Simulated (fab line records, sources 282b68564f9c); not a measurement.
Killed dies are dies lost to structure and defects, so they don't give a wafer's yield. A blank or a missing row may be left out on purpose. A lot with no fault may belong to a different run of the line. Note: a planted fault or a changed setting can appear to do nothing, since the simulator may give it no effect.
Shared-tool check :: flow rit cmos :: 14 lots, 42 wafers sampled

== WHAT PROMPTED THE OPENING ==
2 of 14 lots carry a flag on the reading ACTIVE_NITRIDE_THK at RIT_ACTIVE_THK_MEAS_04. No-fault wafers: 149.9 nm, standard deviation 1.5.
Rule: a lot is flagged in two cases, either no wafer of it has a number, or all its wafers with numbers fall more than 4 standard deviations from that mean. As for the other lots, they are considered sound.

lot: L423
measured: day 1 15:09
on: film metro-01
ACTIVE_NITRIDE_THK (nm), wafer by wafer: 148.0 148.1 147.0
flag: 

lot: L424
measured: day 1 18:32
on: film metro-03
ACTIVE_NITRIDE_THK (nm), wafer by wafer: 151.4 151.2 151.4
flag: 

lot: L425
measured: day 1 23:38
on: film metro-01
ACTIVE_NITRIDE_THK (nm), wafer by wafer: 152.5 152.7 151.9
flag: 

lot: L426
measured: day 2 04:43
on: film metro-01
ACTIVE_NITRIDE_THK (nm), wafer by wafer: 152.0 150.5 152.7
flag: 

lot: L427
measured: day 2 10:16
on: film metro-01
ACTIVE_NITRIDE_THK (nm), wafer by wafer: 150.1 152.0 150.7
flag: 

lot: L428
measured: day 2 15:26
on: film metro-04
ACTIVE_NITRIDE_THK (nm), wafer by wafer: 150.9 150.5 149.6
flag: 

lot: L429
measured: day 2 20:55
on: film metro-03
ACTIVE_NITRIDE_THK (nm), wafer by wafer: 149.2 149.6 148.2
flag: 

lot: L431
measured: day 3 05:56
on: film metro-03
ACTIVE_NITRIDE_THK (nm), wafer by wafer: 148.7 149.9 149.1
flag: 

lot: L433
measured: day 3 15:56
on: film metro-03
ACTIVE_NITRIDE_THK (nm), wafer by wafer: 149.6 150.6 150.0
flag: 

lot: L435
measured: day 4 02:36
on: film metro-04
ACTIVE_NITRIDE_THK (nm), wafer by wafer: 80.7 81.6 80.8
flag: FLAGGED

lot: L436
measured: day 4 08:18
on: film metro-04
ACTIVE_NITRIDE_THK (nm), wafer by wafer: 78.9 79.5 79.5
flag: FLAGGED

lot: L437
measured: day 4 12:14
on: film metro-03
ACTIVE_NITRIDE_THK (nm), wafer by wafer: 147.9 147.9 146.9
flag: 

lot: L440
measured: day 5 03:27
on: film metro-04
ACTIVE_NITRIDE_THK (nm), wafer by wafer: 147.7 148.8 147.8
flag: 

lot: L446
measured: day 6 09:16
on: film metro-03
ACTIVE_NITRIDE_THK (nm), wafer by wafer: 150.1 150.6 151.7
flag: 
On average the flagged lots' numbers are 80.2 nm, which is -69.7 nm against the usual, or -46 standard deviations.

== WHICH TOOL RAN EACH LOT ==
The record keeps 1 process step preceding the reading, out of 202 steps on the route. Every cell lists first the tool, next ch and the chambers used by the sampled wafers, and last the start.
lot: L423
flag: 
RIT_ACTIVE_CVD_03: lpcvd-02 ch 1, day 1 13:44

lot: L424
flag: 
RIT_ACTIVE_CVD_03: lpcvd-01 ch 1, day 1 17:07

lot: L425
flag: 
RIT_ACTIVE_CVD_03: lpcvd-01 ch 0, day 1 22:13

lot: L426
flag: 
RIT_ACTIVE_CVD_03: lpcvd-01 ch 0, day 2 03:18

lot: L427
flag: 
RIT_ACTIVE_CVD_03: lpcvd-01 ch 1, day 2 08:51

lot: L428
flag: 
RIT_ACTIVE_CVD_03: lpcvd-01 ch 0, day 2 14:01

lot: L429
flag: 
RIT_ACTIVE_CVD_03: lpcvd-01 ch 0, day 2 19:29

lot: L431
flag: 
RIT_ACTIVE_CVD_03: lpcvd-01 ch 1, day 3 04:30

lot: L433
flag: 
RIT_ACTIVE_CVD_03: lpcvd-01 ch 1, day 3 14:31

lot: L435
flag: FLAGGED
RIT_ACTIVE_CVD_03: lpcvd-01 ch 1, day 4 01:10

lot: L436
flag: FLAGGED
RIT_ACTIVE_CVD_03: lpcvd-01 ch 1, day 4 06:53

lot: L437
flag: 
RIT_ACTIVE_CVD_03: lpcvd-02 ch 1, day 4 10:07

lot: L440
flag: 
RIT_ACTIVE_CVD_03: lpcvd-02 ch 1, day 5 01:19

lot: L446
flag: 
RIT_ACTIVE_CVD_03: lpcvd-02 ch 1, day 6 07:07
These steps, and what they do:
- RIT_ACTIVE_CVD_03: deposits Si3N4 from SiH2Cl2/NH3, target thk 150 nm, time 1500 s.
- RIT_ACTIVE_THK_MEAS_04

== FLAGGED AGAINST TOTAL, ONE TOOL AT A TIME (gauges that did the reading follow at the end) ==
step: RIT_ACTIVE_CVD_03
tool: lpcvd-01
lots run: 10
flagged: 2
share of the flagged lots: all
sound lots run after its first flagged lot: 0

step: RIT_ACTIVE_CVD_03
tool: lpcvd-02
lots run: 4
flagged: 0
share of the flagged lots: none
sound lots run after its first flagged lot: -

step: RIT_ACTIVE_THK_MEAS_04
tool: film metro-01
lots run: 4
flagged: 0
share of the flagged lots: none
sound lots run after its first flagged lot: -

step: RIT_ACTIVE_THK_MEAS_04
tool: film metro-03
lots run: 6
flagged: 0
share of the flagged lots: none
sound lots run after its first flagged lot: -

step: RIT_ACTIVE_THK_MEAS_04
tool: film metro-04
lots run: 4
flagged: 2
share of the flagged lots: all
sound lots run after its first flagged lot: 1 (L440)

== WHAT THE TABLE PERMITS ==
In 2 table rows, all flagged lots were run: lpcvd-01 (RIT_ACTIVE_CVD_03), film metro-04 (RIT_ACTIVE_THK_MEAS_04).
- lpcvd-01 at RIT_ACTIVE_CVD_03 ran 10 lots, 2 of them flagged. Its last sound lot is L433 (day 3 14:31), its first flagged lot L435 (day 4 01:10): a fault that began between those two fits.
- film metro-04 at RIT_ACTIVE_THK_MEAS_04 ran 4 lots, 2 of them flagged. Sound lots ran on it after the first flagged one (L440), which a lasting fault on the whole tool wouldn't allow.
What remains is a single tool, lpcvd-01 at RIT_ACTIVE_CVD_03.

== WHAT THE SIMULATOR PUT IN ==
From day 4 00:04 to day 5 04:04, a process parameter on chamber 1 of lpcvd-01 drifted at RIT_ACTIVE_CVD_03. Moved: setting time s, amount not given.
Lots struck among those shown: L435, L436. This agrees with what the rule above found.
